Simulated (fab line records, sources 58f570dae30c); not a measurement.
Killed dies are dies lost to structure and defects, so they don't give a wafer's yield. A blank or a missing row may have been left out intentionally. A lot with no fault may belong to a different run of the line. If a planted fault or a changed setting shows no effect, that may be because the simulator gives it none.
Which tool is to blame? -- flow berkeley_cmos170 -- 14 lots, 42 wafers sampled, at 4 steps of a route of 331

== WHAT THE GAUGES SHOWED, per wafer ==
UCB170_NSD_CD_MEAS_06: target cd 1200 nm.
lot,measured,on,cd_nm (nm)
L421,day 6 06:59,cd_sem-02,1200.8 1200.4 1200.0
L422,day 6 16:01,cd_sem-01,1201.6 1202.5 1202.0
L424,day 7 11:44,cd_sem-01,1199.7 1200.8 1200.5
L428,day 7 16:36,cd_sem-02,1199.6 1203.0 1200.5
L429,day 7 16:20,cd_sem-01,1199.4 1200.4 1200.0
L434,day 9 00:34,cd_sem-01,1200.1 1199.0 1201.4
L435,day 10 05:40,cd_sem-02,1199.5 1199.0 1200.2
L436,day 10 06:13,cd_sem-01,1201.1 1201.8 1201.6
L437,day 10 05:57,cd_sem-01,1201.7 1200.8 1201.9
L440,day 10 16:07,cd_sem-02,1199.2 1199.8 1200.9
L441,day 10 15:58,cd_sem-02,1199.1 1199.5 1199.1
L442,day 11 09:10,cd_sem-02,1202.8 1202.3 1201.1

UCB170_M1_OVL_MEAS_10.
lot,measured,on,M1_OVL (nm)
L421,day 6 19:24,overlay-01,3 -9 3
L422,day 7 02:07,overlay-01,-8 -7 1
L424,day 7 20:38,overlay-02,-4 1 0
L428,day 8 01:54,overlay-02,-9 -1 0
L429,day 8 01:49,overlay-01,11 0 2
L434,day 9 08:31,overlay-02,-3 -3 -10
L435,day 10 15:46,overlay-02,9 1 -1
L436,day 10 18:59,overlay-01,13 10 12
L437,day 10 19:17,overlay-02,-7 -7 1
L440,day 11 08:42,overlay-02,1 -2 2
L441,day 11 08:35,overlay-01,-9 -9 -12
L442,day 11 21:56,overlay-02,-4 2 -10

UCB170_V1_BOW_MEAS_03.
lot,measured,on,V1_BOW (um)
L421,day 6 22:59,film_metro-03,21 17 9
L422,day 7 05:59,film_metro-01,33 16 28
L424,day 8 02:22,film_metro-01,22 28 19
L428,day 8 06:40,film_metro-02,27 17 10
L429,day 8 06:20,film_metro-01,17 17 20
L434,day 9 15:02,film_metro-03,23 32 30
L435,day 10 18:51,film_metro-02,3 11 21
L436,day 11 00:02,film_metro-02,26 21 20
L437,day 11 00:04,film_metro-01,18 21 15
L440,day 11 11:44,film_metro-01,23 21 25
L441,day 11 11:45,film_metro-03,15 20 13
L442,day 12 02:39,film_metro-02,19 18 14

== TOOL THAT RAN EACH LOT (tool first, then ch and the chambers of the sampled wafers, then the start) ==
lot,UCB170_ACTIVE_OXIDATION_02
L421,"furnace-04 ch 0, day 3 16:28"
L422,"furnace-01 ch 0, day 3 23:12"
L424,"furnace-03 ch 0, day 4 11:43"
L428,"furnace-03 ch 0, day 5 04:57"
L429,"furnace-03 ch 0, day 5 04:57"
L432,"furnace-03, day 6 05:41"
L433,"furnace-04, day 6 09:50"
L434,"furnace-04 ch 0, day 6 09:50"
L435,"furnace-04 ch 0, day 6 23:46"
L436,"furnace-04 ch 0, day 6 23:46"
L437,"furnace-04 ch 0, day 6 23:46"
L440,"furnace-01 ch 0, day 7 17:56"
L441,"furnace-04 ch 0, day 7 22:22"
L442,"furnace-03 ch 0, day 8 04:49"
- UCB170_ACTIVE_OXIDATION_02: target thk 26.4 nm, ox time 1260 s.

== AS READ BY THE TOOLS THEMSELVES (means over the sampled wafers that have a number; for cases with no such wafer, the mark the record gives instead) ==
UCB170_ACTIVE_OXIDATION_02.
lot,tool,ox_temp_c (C),ox_temp_c_max
L421,furnace-04,999.8,1003.4
L422,furnace-01,999.9,1006.4
L424,furnace-03,1000.0,1002.8
L428,furnace-03,999.8,1002.6
L429,furnace-03,1000.1,1003.6
L432,furnace-03,-,-
L433,furnace-04,-,-
L434,furnace-04,999.1,1002.4
L435,furnace-04,1000.7,1004.1
L436,furnace-04,1000.3,1004.1
L437,furnace-04,1000.2,1003.7
L440,furnace-01,1000.5,1007.3
L441,furnace-04,999.7,1002.8
L442,furnace-03,999.8,1002.4

== THE ANSWER, worked out from the rows above alone ==
Rule: the lots themselves supply what counts as usual. Put in order of their means at a reading, lots are off if they are a third of the lots or fewer, leave a main group of 4 or more, and stand apart from it by a gap of 3 or more times the standard deviation of the main group's means; of several such gaps the widest counts. A main group whose means are all the same, to the digits that the tables above print for the reading, isn't used. A lot without any number at a reading at which 4 lots or more have one is off too. Where the step has rows for the other lots, those lots are counted as sound. First the gauges in route order, then the tools' own readings, where a lot's mean is used as printed above. The first step at which some lot is off is used, and at that step the reading that is off furthest; a lot without a number counts as furthest.
Off: L432, L433 (UCB170_ACTIVE_OXIDATION_02, ox_temp_c). Without a number there: L432, L433. The main group: mean 1000.0 C, standard deviation 0.4.
If a tool, at that step or one of the process steps before it, ran each lot that is off and ran no sound lot following the first of them, it fits. No candidate that was tried fits.

== WHAT THE SIMULATOR HAD INSERTED ==
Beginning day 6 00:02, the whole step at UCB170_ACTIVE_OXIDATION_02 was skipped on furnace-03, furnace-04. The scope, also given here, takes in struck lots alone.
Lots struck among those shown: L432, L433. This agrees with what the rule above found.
